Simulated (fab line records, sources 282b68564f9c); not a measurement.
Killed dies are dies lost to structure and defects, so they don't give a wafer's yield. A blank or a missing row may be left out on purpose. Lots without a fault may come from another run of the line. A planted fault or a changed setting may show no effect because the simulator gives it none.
Problem report in the 8D (eight disciplines) form, filled by code | flow rit_cmos | the parts of the form that need people (team, actions taken, sign-off) are left out

1. THE PROBLEM
SILICIDE_TI_RS at RIT_SILICIDE_RS_MEAS_02 reads a mean of 91.2 ohm/sq on 1 wafer of 1 lot; wafers without a fault read 47.7 ohm/sq with a standard deviation of 0.91. That is +48 standard deviations from the usual mean.
The step: measures by four-point-probe.
First seen on wafer L384.2, day 6 00:13, on film_metro-03. The record holds 39 wafers of 13 lots with a number at this step. Rule for "out", or "out of limits": more than 4 standard deviations from the usual mean. The other wafers with a number count as sound.

2. WHAT IT IS AND WHAT IT IS NOT
question                    | is               | is not
which readings at this step | SILICIDE_TI_RS   | -
which lots                  | L384             | L371, L372, L373, L374, L375, L376, L377, L378, L383, L385, L389, L393
which wafers of those lots  | L384.2           | L384.1, L384.4
read on which gauges        | film_metro-03    | film_metro-01, film_metro-02
when                        | from day 6 00:13 | up to then (29 sound wafers); but 9 sound wafers of L385, L389, L393 came after

3. SUSPECTS, AND WHAT RULES EACH OUT
Counting: a tool at a process step up to the reading stays a suspect if it ran every lot that is out. Sound lots after the first of them don't rule it out here, since some wafers of a struck lot are sound.
- the gauge at RIT_SILICIDE_RS_MEAS_02: kept. All the wafers that are out were read on film_metro-03, and no step on other tools shows them out.
- pvd_sputter-01 at RIT_SILICIDE_SPUTTER_01 (material Ti, target thk 30 nm, time 240 s): kept. It ran the lot that is out, L384 (day 6 00:04); its last sound lot up to then is L378 (day 4 15:28).
Left after counting: pvd_sputter-01 at RIT_SILICIDE_SPUTTER_01, film_metro-03 at RIT_SILICIDE_RS_MEAS_02.

4. THE CAUSE (what the simulator had put in)
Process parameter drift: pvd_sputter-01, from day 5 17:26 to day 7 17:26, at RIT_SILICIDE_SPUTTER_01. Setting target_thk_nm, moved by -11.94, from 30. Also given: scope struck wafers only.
Counting left 2 suspects, and this tool is among them.

5. THE CHAIN OF EFFECTS, in route order
Each row: a reading whose mean over the struck wafers that have a number lies more than 3 standard deviations from the usual. Only readings for which the record gives a usual standard deviation are gone through. hours: the time from each lot's start at the first step in this table that gives one to its start at this step, as a median over the lots. sigmas: the change in usual standard deviations.
hours | step                     | reading         | usual       | on struck wafers | change | sigmas
0     | RIT_SILICIDE_RS_MEAS_02  | SILICIDE_TI_RS  | 47.7 ohm/sq | 91.2             | +43.5  | +48
0     | RIT_SILICIDE_THK_MEAS_03 | SILICIDE_TI_THK | 30.2 nm     | 18.1             | -12.1  | -25

6. WHAT WOULD HAVE CAUGHT IT SOONER
In this record the first reading out of limits at a measuring or inspecting step was taken at day 6 00:13, 7 hours after the fault began at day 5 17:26.
Of the tool readings at RIT_SILICIDE_SPUTTER_01 for which the record gives a usual standard deviation, none was out on any struck wafer, so an alarm limit of 4 standard deviations on them would not have fired.
All the lots that are out (1) had begun RIT_SILICIDE_SPUTTER_01 on pvd_sputter-01 by day 6 00:13. A hold on the tool at that time would have spared none of them.
